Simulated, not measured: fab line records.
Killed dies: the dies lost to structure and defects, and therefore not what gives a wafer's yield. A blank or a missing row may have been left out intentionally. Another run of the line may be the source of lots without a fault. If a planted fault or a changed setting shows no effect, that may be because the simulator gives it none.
One fault through the eyes of 2 desks	flow berkeley cmos170	each desk has only its own numbers; what lay behind them comes last

== FOR THE TOOL OWNER'S DESK: krf scanner-01 ==
The tool's own readings at UCB170_GATE_EXPOSE_09 (exposes mask POLY, target cd 350 nm): means of the sampled wafers that have a number, for each lot that ran on this tool. Any lot whose mean is over 4 standard deviations away from the usual mean is out of limits and marked OUT; that distance is given in the brackets.
Columns: A = reticle temp C at UCB170_GATE_EXPOSE_09, usual 22.99 C
lot	first seen here	A
L173	day 8 01:52	23.11
L175	day 8 02:29	23.01
L174	day 8 02:34	23.05
L179	day 9 08:08	23.04
This desk found nothing out of limits on any of the 4 lots.

== FROM THE METROLOGY DESK ==
What the gauges read, lot by lot, whatever tool the lot ran on: means of the sampled wafers that have a number. Any lot whose mean is over 4 standard deviations away from the usual mean is out of limits and marked OUT; that distance is given in the brackets.
Columns: A = SCREENOX_OXIDE_THK at UCB170_SCREENOX_THK_MEAS_02, usual 14.42 nm; B = cd nm at UCB170_GATE_CD_MEAS_12, usual 350.2 nm; C = GATE_OVL at UCB170_GATE_OVL_MEAS_13, usual -1 nm
lot	first seen here	A	B	C
L172	day 6 21:43	14.55	349.3	2
L171	day 6 21:44	14.36	349.4	-2
L174	day 7 00:43	14.73	351.0	264 (+52) OUT
L176	day 7 00:43	14.59	351.2	-6
L175	day 7 00:44	14.50	349.7	259 (+51) OUT
L173	day 7 00:47	14.48	351.9	2
L170	day 7 00:47	14.62	350.5	-8
L177	day 7 13:19	14.42	350.5	0
L178	day 8 00:49	14.66	350.6	-6
L179	day 8 05:22	14.37	351.0	262 (+52) OUT
L186	day 9 16:10	14.24	350.9	-12
L193	day 10 20:13	14.24	349.3	-6
L191	day 10 20:16	14.27	348.7	2
Finding of this desk: L174, L175, L179 out of limits, first seen on L175 at day 8 02:59 (GATE_OVL at UCB170_GATE_OVL_MEAS_13). L172, L171, L176, L173, L170, L177, L178, L186, L193, L191 stayed within limits.

== PUT TOGETHER ==
An alarm was possible from the metrology desk at day 8 02:59, on L174, L175, L179.
The tool owner's desk saw nothing out of limits.
On record at the tool owner's desk: L174, L175, L179, within its limits.
On krf scanner-01, each named lot ran UCB170_GATE_EXPOSE_09.

== WHAT THE SIMULATOR HAD INSERTED ==
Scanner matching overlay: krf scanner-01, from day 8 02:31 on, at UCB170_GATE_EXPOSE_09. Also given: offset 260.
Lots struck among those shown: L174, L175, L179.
Time in hours between the start of the fault and the first out-of-limits reading at each desk: metrology desk, 0.
